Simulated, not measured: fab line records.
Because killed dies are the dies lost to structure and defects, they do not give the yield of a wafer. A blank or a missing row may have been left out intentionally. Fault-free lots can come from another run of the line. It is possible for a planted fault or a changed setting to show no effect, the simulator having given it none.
Shared-tool check :: flow berkeley cmos170 :: Sample size 14 lots and 42 wafers

== REASON FOR OPENING ==
At UCB170_PWELL_THK_MEAS_06 the reading PWELL_NITRIDE_THK is flagged on 2 of 14 lots. Wafers without a fault read 218.9 nm, standard deviation 2.5.
Rule: a lot is flagged in two cases, either no wafer of it has a number, or all its wafers with numbers fall more than 4 standard deviations from that mean. The rest of the lots are taken to be sound.

lot: L238
measured: day 3 07:13
on: film metro-03
PWELL_NITRIDE_THK (nm), wafer by wafer: 219.3 217.8 219.6
flag: 

lot: L240
measured: day 3 07:13
on: film metro-04
PWELL_NITRIDE_THK (nm), wafer by wafer: 216.9 217.4 217.2
flag: 

lot: L241
measured: day 3 16:44
on: film metro-04
PWELL_NITRIDE_THK (nm), wafer by wafer: 220.2 219.9 222.4
flag: 

lot: L243
measured: day 3 23:51
on: film metro-04
PWELL_NITRIDE_THK (nm), wafer by wafer: 218.5 216.3 216.6
flag: 

lot: L244
measured: day 4 07:20
on: film metro-04
PWELL_NITRIDE_THK (nm), wafer by wafer: 219.8 218.9 219.3
flag: 

lot: L246
measured: day 4 20:13
on: film metro-01
PWELL_NITRIDE_THK (nm), wafer by wafer: 220.1 221.7 223.3
flag: 

lot: L247
measured: day 4 20:13
on: film metro-03
PWELL_NITRIDE_THK (nm), wafer by wafer: 225.9 225.4 224.1
flag: 

lot: L248
measured: day 5 05:44
on: film metro-01
PWELL_NITRIDE_THK (nm), wafer by wafer: 219.7 217.7 218.6
flag: 

lot: L250
measured: day 5 05:44
on: film metro-03
PWELL_NITRIDE_THK (nm), wafer by wafer: 218.7 219.0 220.5
flag: 

lot: L251
measured: day 5 09:46
on: film metro-04
PWELL_NITRIDE_THK (nm), wafer by wafer: 216.7 215.7 216.3
flag: 

lot: L252
measured: day 5 20:45
on: film metro-04
PWELL_NITRIDE_THK (nm), wafer by wafer: 214.0 217.4 217.5
flag: 

lot: L254
measured: day 6 02:49
on: film metro-04
PWELL_NITRIDE_THK (nm), wafer by wafer: 218.6 217.9 218.1
flag: 

lot: L260
measured: day 7 12:44
on: film metro-03
PWELL_NITRIDE_THK (nm), wafer by wafer: 184.1 181.9 181.8
flag: FLAGGED

lot: L261
measured: day 7 15:37
on: film metro-04
PWELL_NITRIDE_THK (nm), wafer by wafer: 184.1 185.9 185.2
flag: FLAGGED
On average the flagged lots' numbers are 183.8 nm, which is -35.1 nm against the usual, or -14 standard deviations.

== LOT BY LOT: THE TOOL USED ==
The record keeps 1 process step preceding the reading, out of 331 steps on the route. In each cell: the tool, then ch and the chambers that the sampled wafers went through, then the start.
lot: L238
flag: 
UCB170_PWELL_CVD_05: lpcvd-01 ch 0, day 3 05:17

lot: L240
flag: 
UCB170_PWELL_CVD_05: lpcvd-01 ch 0, day 3 05:17

lot: L241
flag: 
UCB170_PWELL_CVD_05: lpcvd-01 ch 1, day 3 14:49

lot: L243
flag: 
UCB170_PWELL_CVD_05: lpcvd-01 ch 1, day 3 21:56

lot: L244
flag: 
UCB170_PWELL_CVD_05: lpcvd-01 ch 1, day 4 04:28

lot: L246
flag: 
UCB170_PWELL_CVD_05: lpcvd-02 ch 1, day 4 18:18

lot: L247
flag: 
UCB170_PWELL_CVD_05: lpcvd-02 ch 0, day 4 18:18

lot: L248
flag: 
UCB170_PWELL_CVD_05: lpcvd-02 ch 1, day 5 03:49

lot: L250
flag: 
UCB170_PWELL_CVD_05: lpcvd-02 ch 1, day 5 03:49

lot: L251
flag: 
UCB170_PWELL_CVD_05: lpcvd-01 ch 0, day 5 07:51

lot: L252
flag: 
UCB170_PWELL_CVD_05: lpcvd-02 ch 1, day 5 18:50

lot: L254
flag: 
UCB170_PWELL_CVD_05: lpcvd-01 ch 0, day 6 00:52

lot: L260
flag: FLAGGED
UCB170_PWELL_CVD_05: lpcvd-02 ch 0, day 7 09:52

lot: L261
flag: FLAGGED
UCB170_PWELL_CVD_05: lpcvd-02 ch 0, day 7 12:44
These steps, and what they do:
- UCB170_PWELL_CVD_05: deposits Si3N4 from SiH2Cl2/NH3, target thk 220 nm, time 3300 s.
- UCB170_PWELL_THK_MEAS_06

== FLAGGED OVER TOTAL, TOOL BY TOOL (the gauges that took the reading come last) ==
step: UCB170_PWELL_CVD_05
tool: lpcvd-01
lots run: 7
flagged: 0
share of the flagged lots: none
sound lots run after its first flagged lot: -

step: UCB170_PWELL_CVD_05
tool: lpcvd-02
lots run: 7
flagged: 2
share of the flagged lots: all
sound lots run after its first flagged lot: 0

step: UCB170_PWELL_THK_MEAS_06
tool: film metro-01
lots run: 2
flagged: 0
share of the flagged lots: none
sound lots run after its first flagged lot: -

step: UCB170_PWELL_THK_MEAS_06
tool: film metro-03
lots run: 4
flagged: 1
share of the flagged lots: some
sound lots run after its first flagged lot: 0

step: UCB170_PWELL_THK_MEAS_06
tool: film metro-04
lots run: 8
flagged: 1
share of the flagged lots: some
sound lots run after its first flagged lot: 0

== THE TABLE: WHAT IT ALLOWS ==
All flagged lots share 1 row of the table, namely lpcvd-02 at UCB170_PWELL_CVD_05.
- lpcvd-02 at UCB170_PWELL_CVD_05 ran 7 lots, 2 of them flagged. It ran its last sound lot, L252, at day 5 18:50 and its first flagged lot, L260, at day 7 09:52: a fault with its onset between the two fits. On the flagged lots its readings are blank where sound lots have values: susceptor temp C.
lpcvd-02 at UCB170_PWELL_CVD_05 is the single tool remaining.

== WHAT HAD BEEN PUT IN BY THE SIMULATOR ==
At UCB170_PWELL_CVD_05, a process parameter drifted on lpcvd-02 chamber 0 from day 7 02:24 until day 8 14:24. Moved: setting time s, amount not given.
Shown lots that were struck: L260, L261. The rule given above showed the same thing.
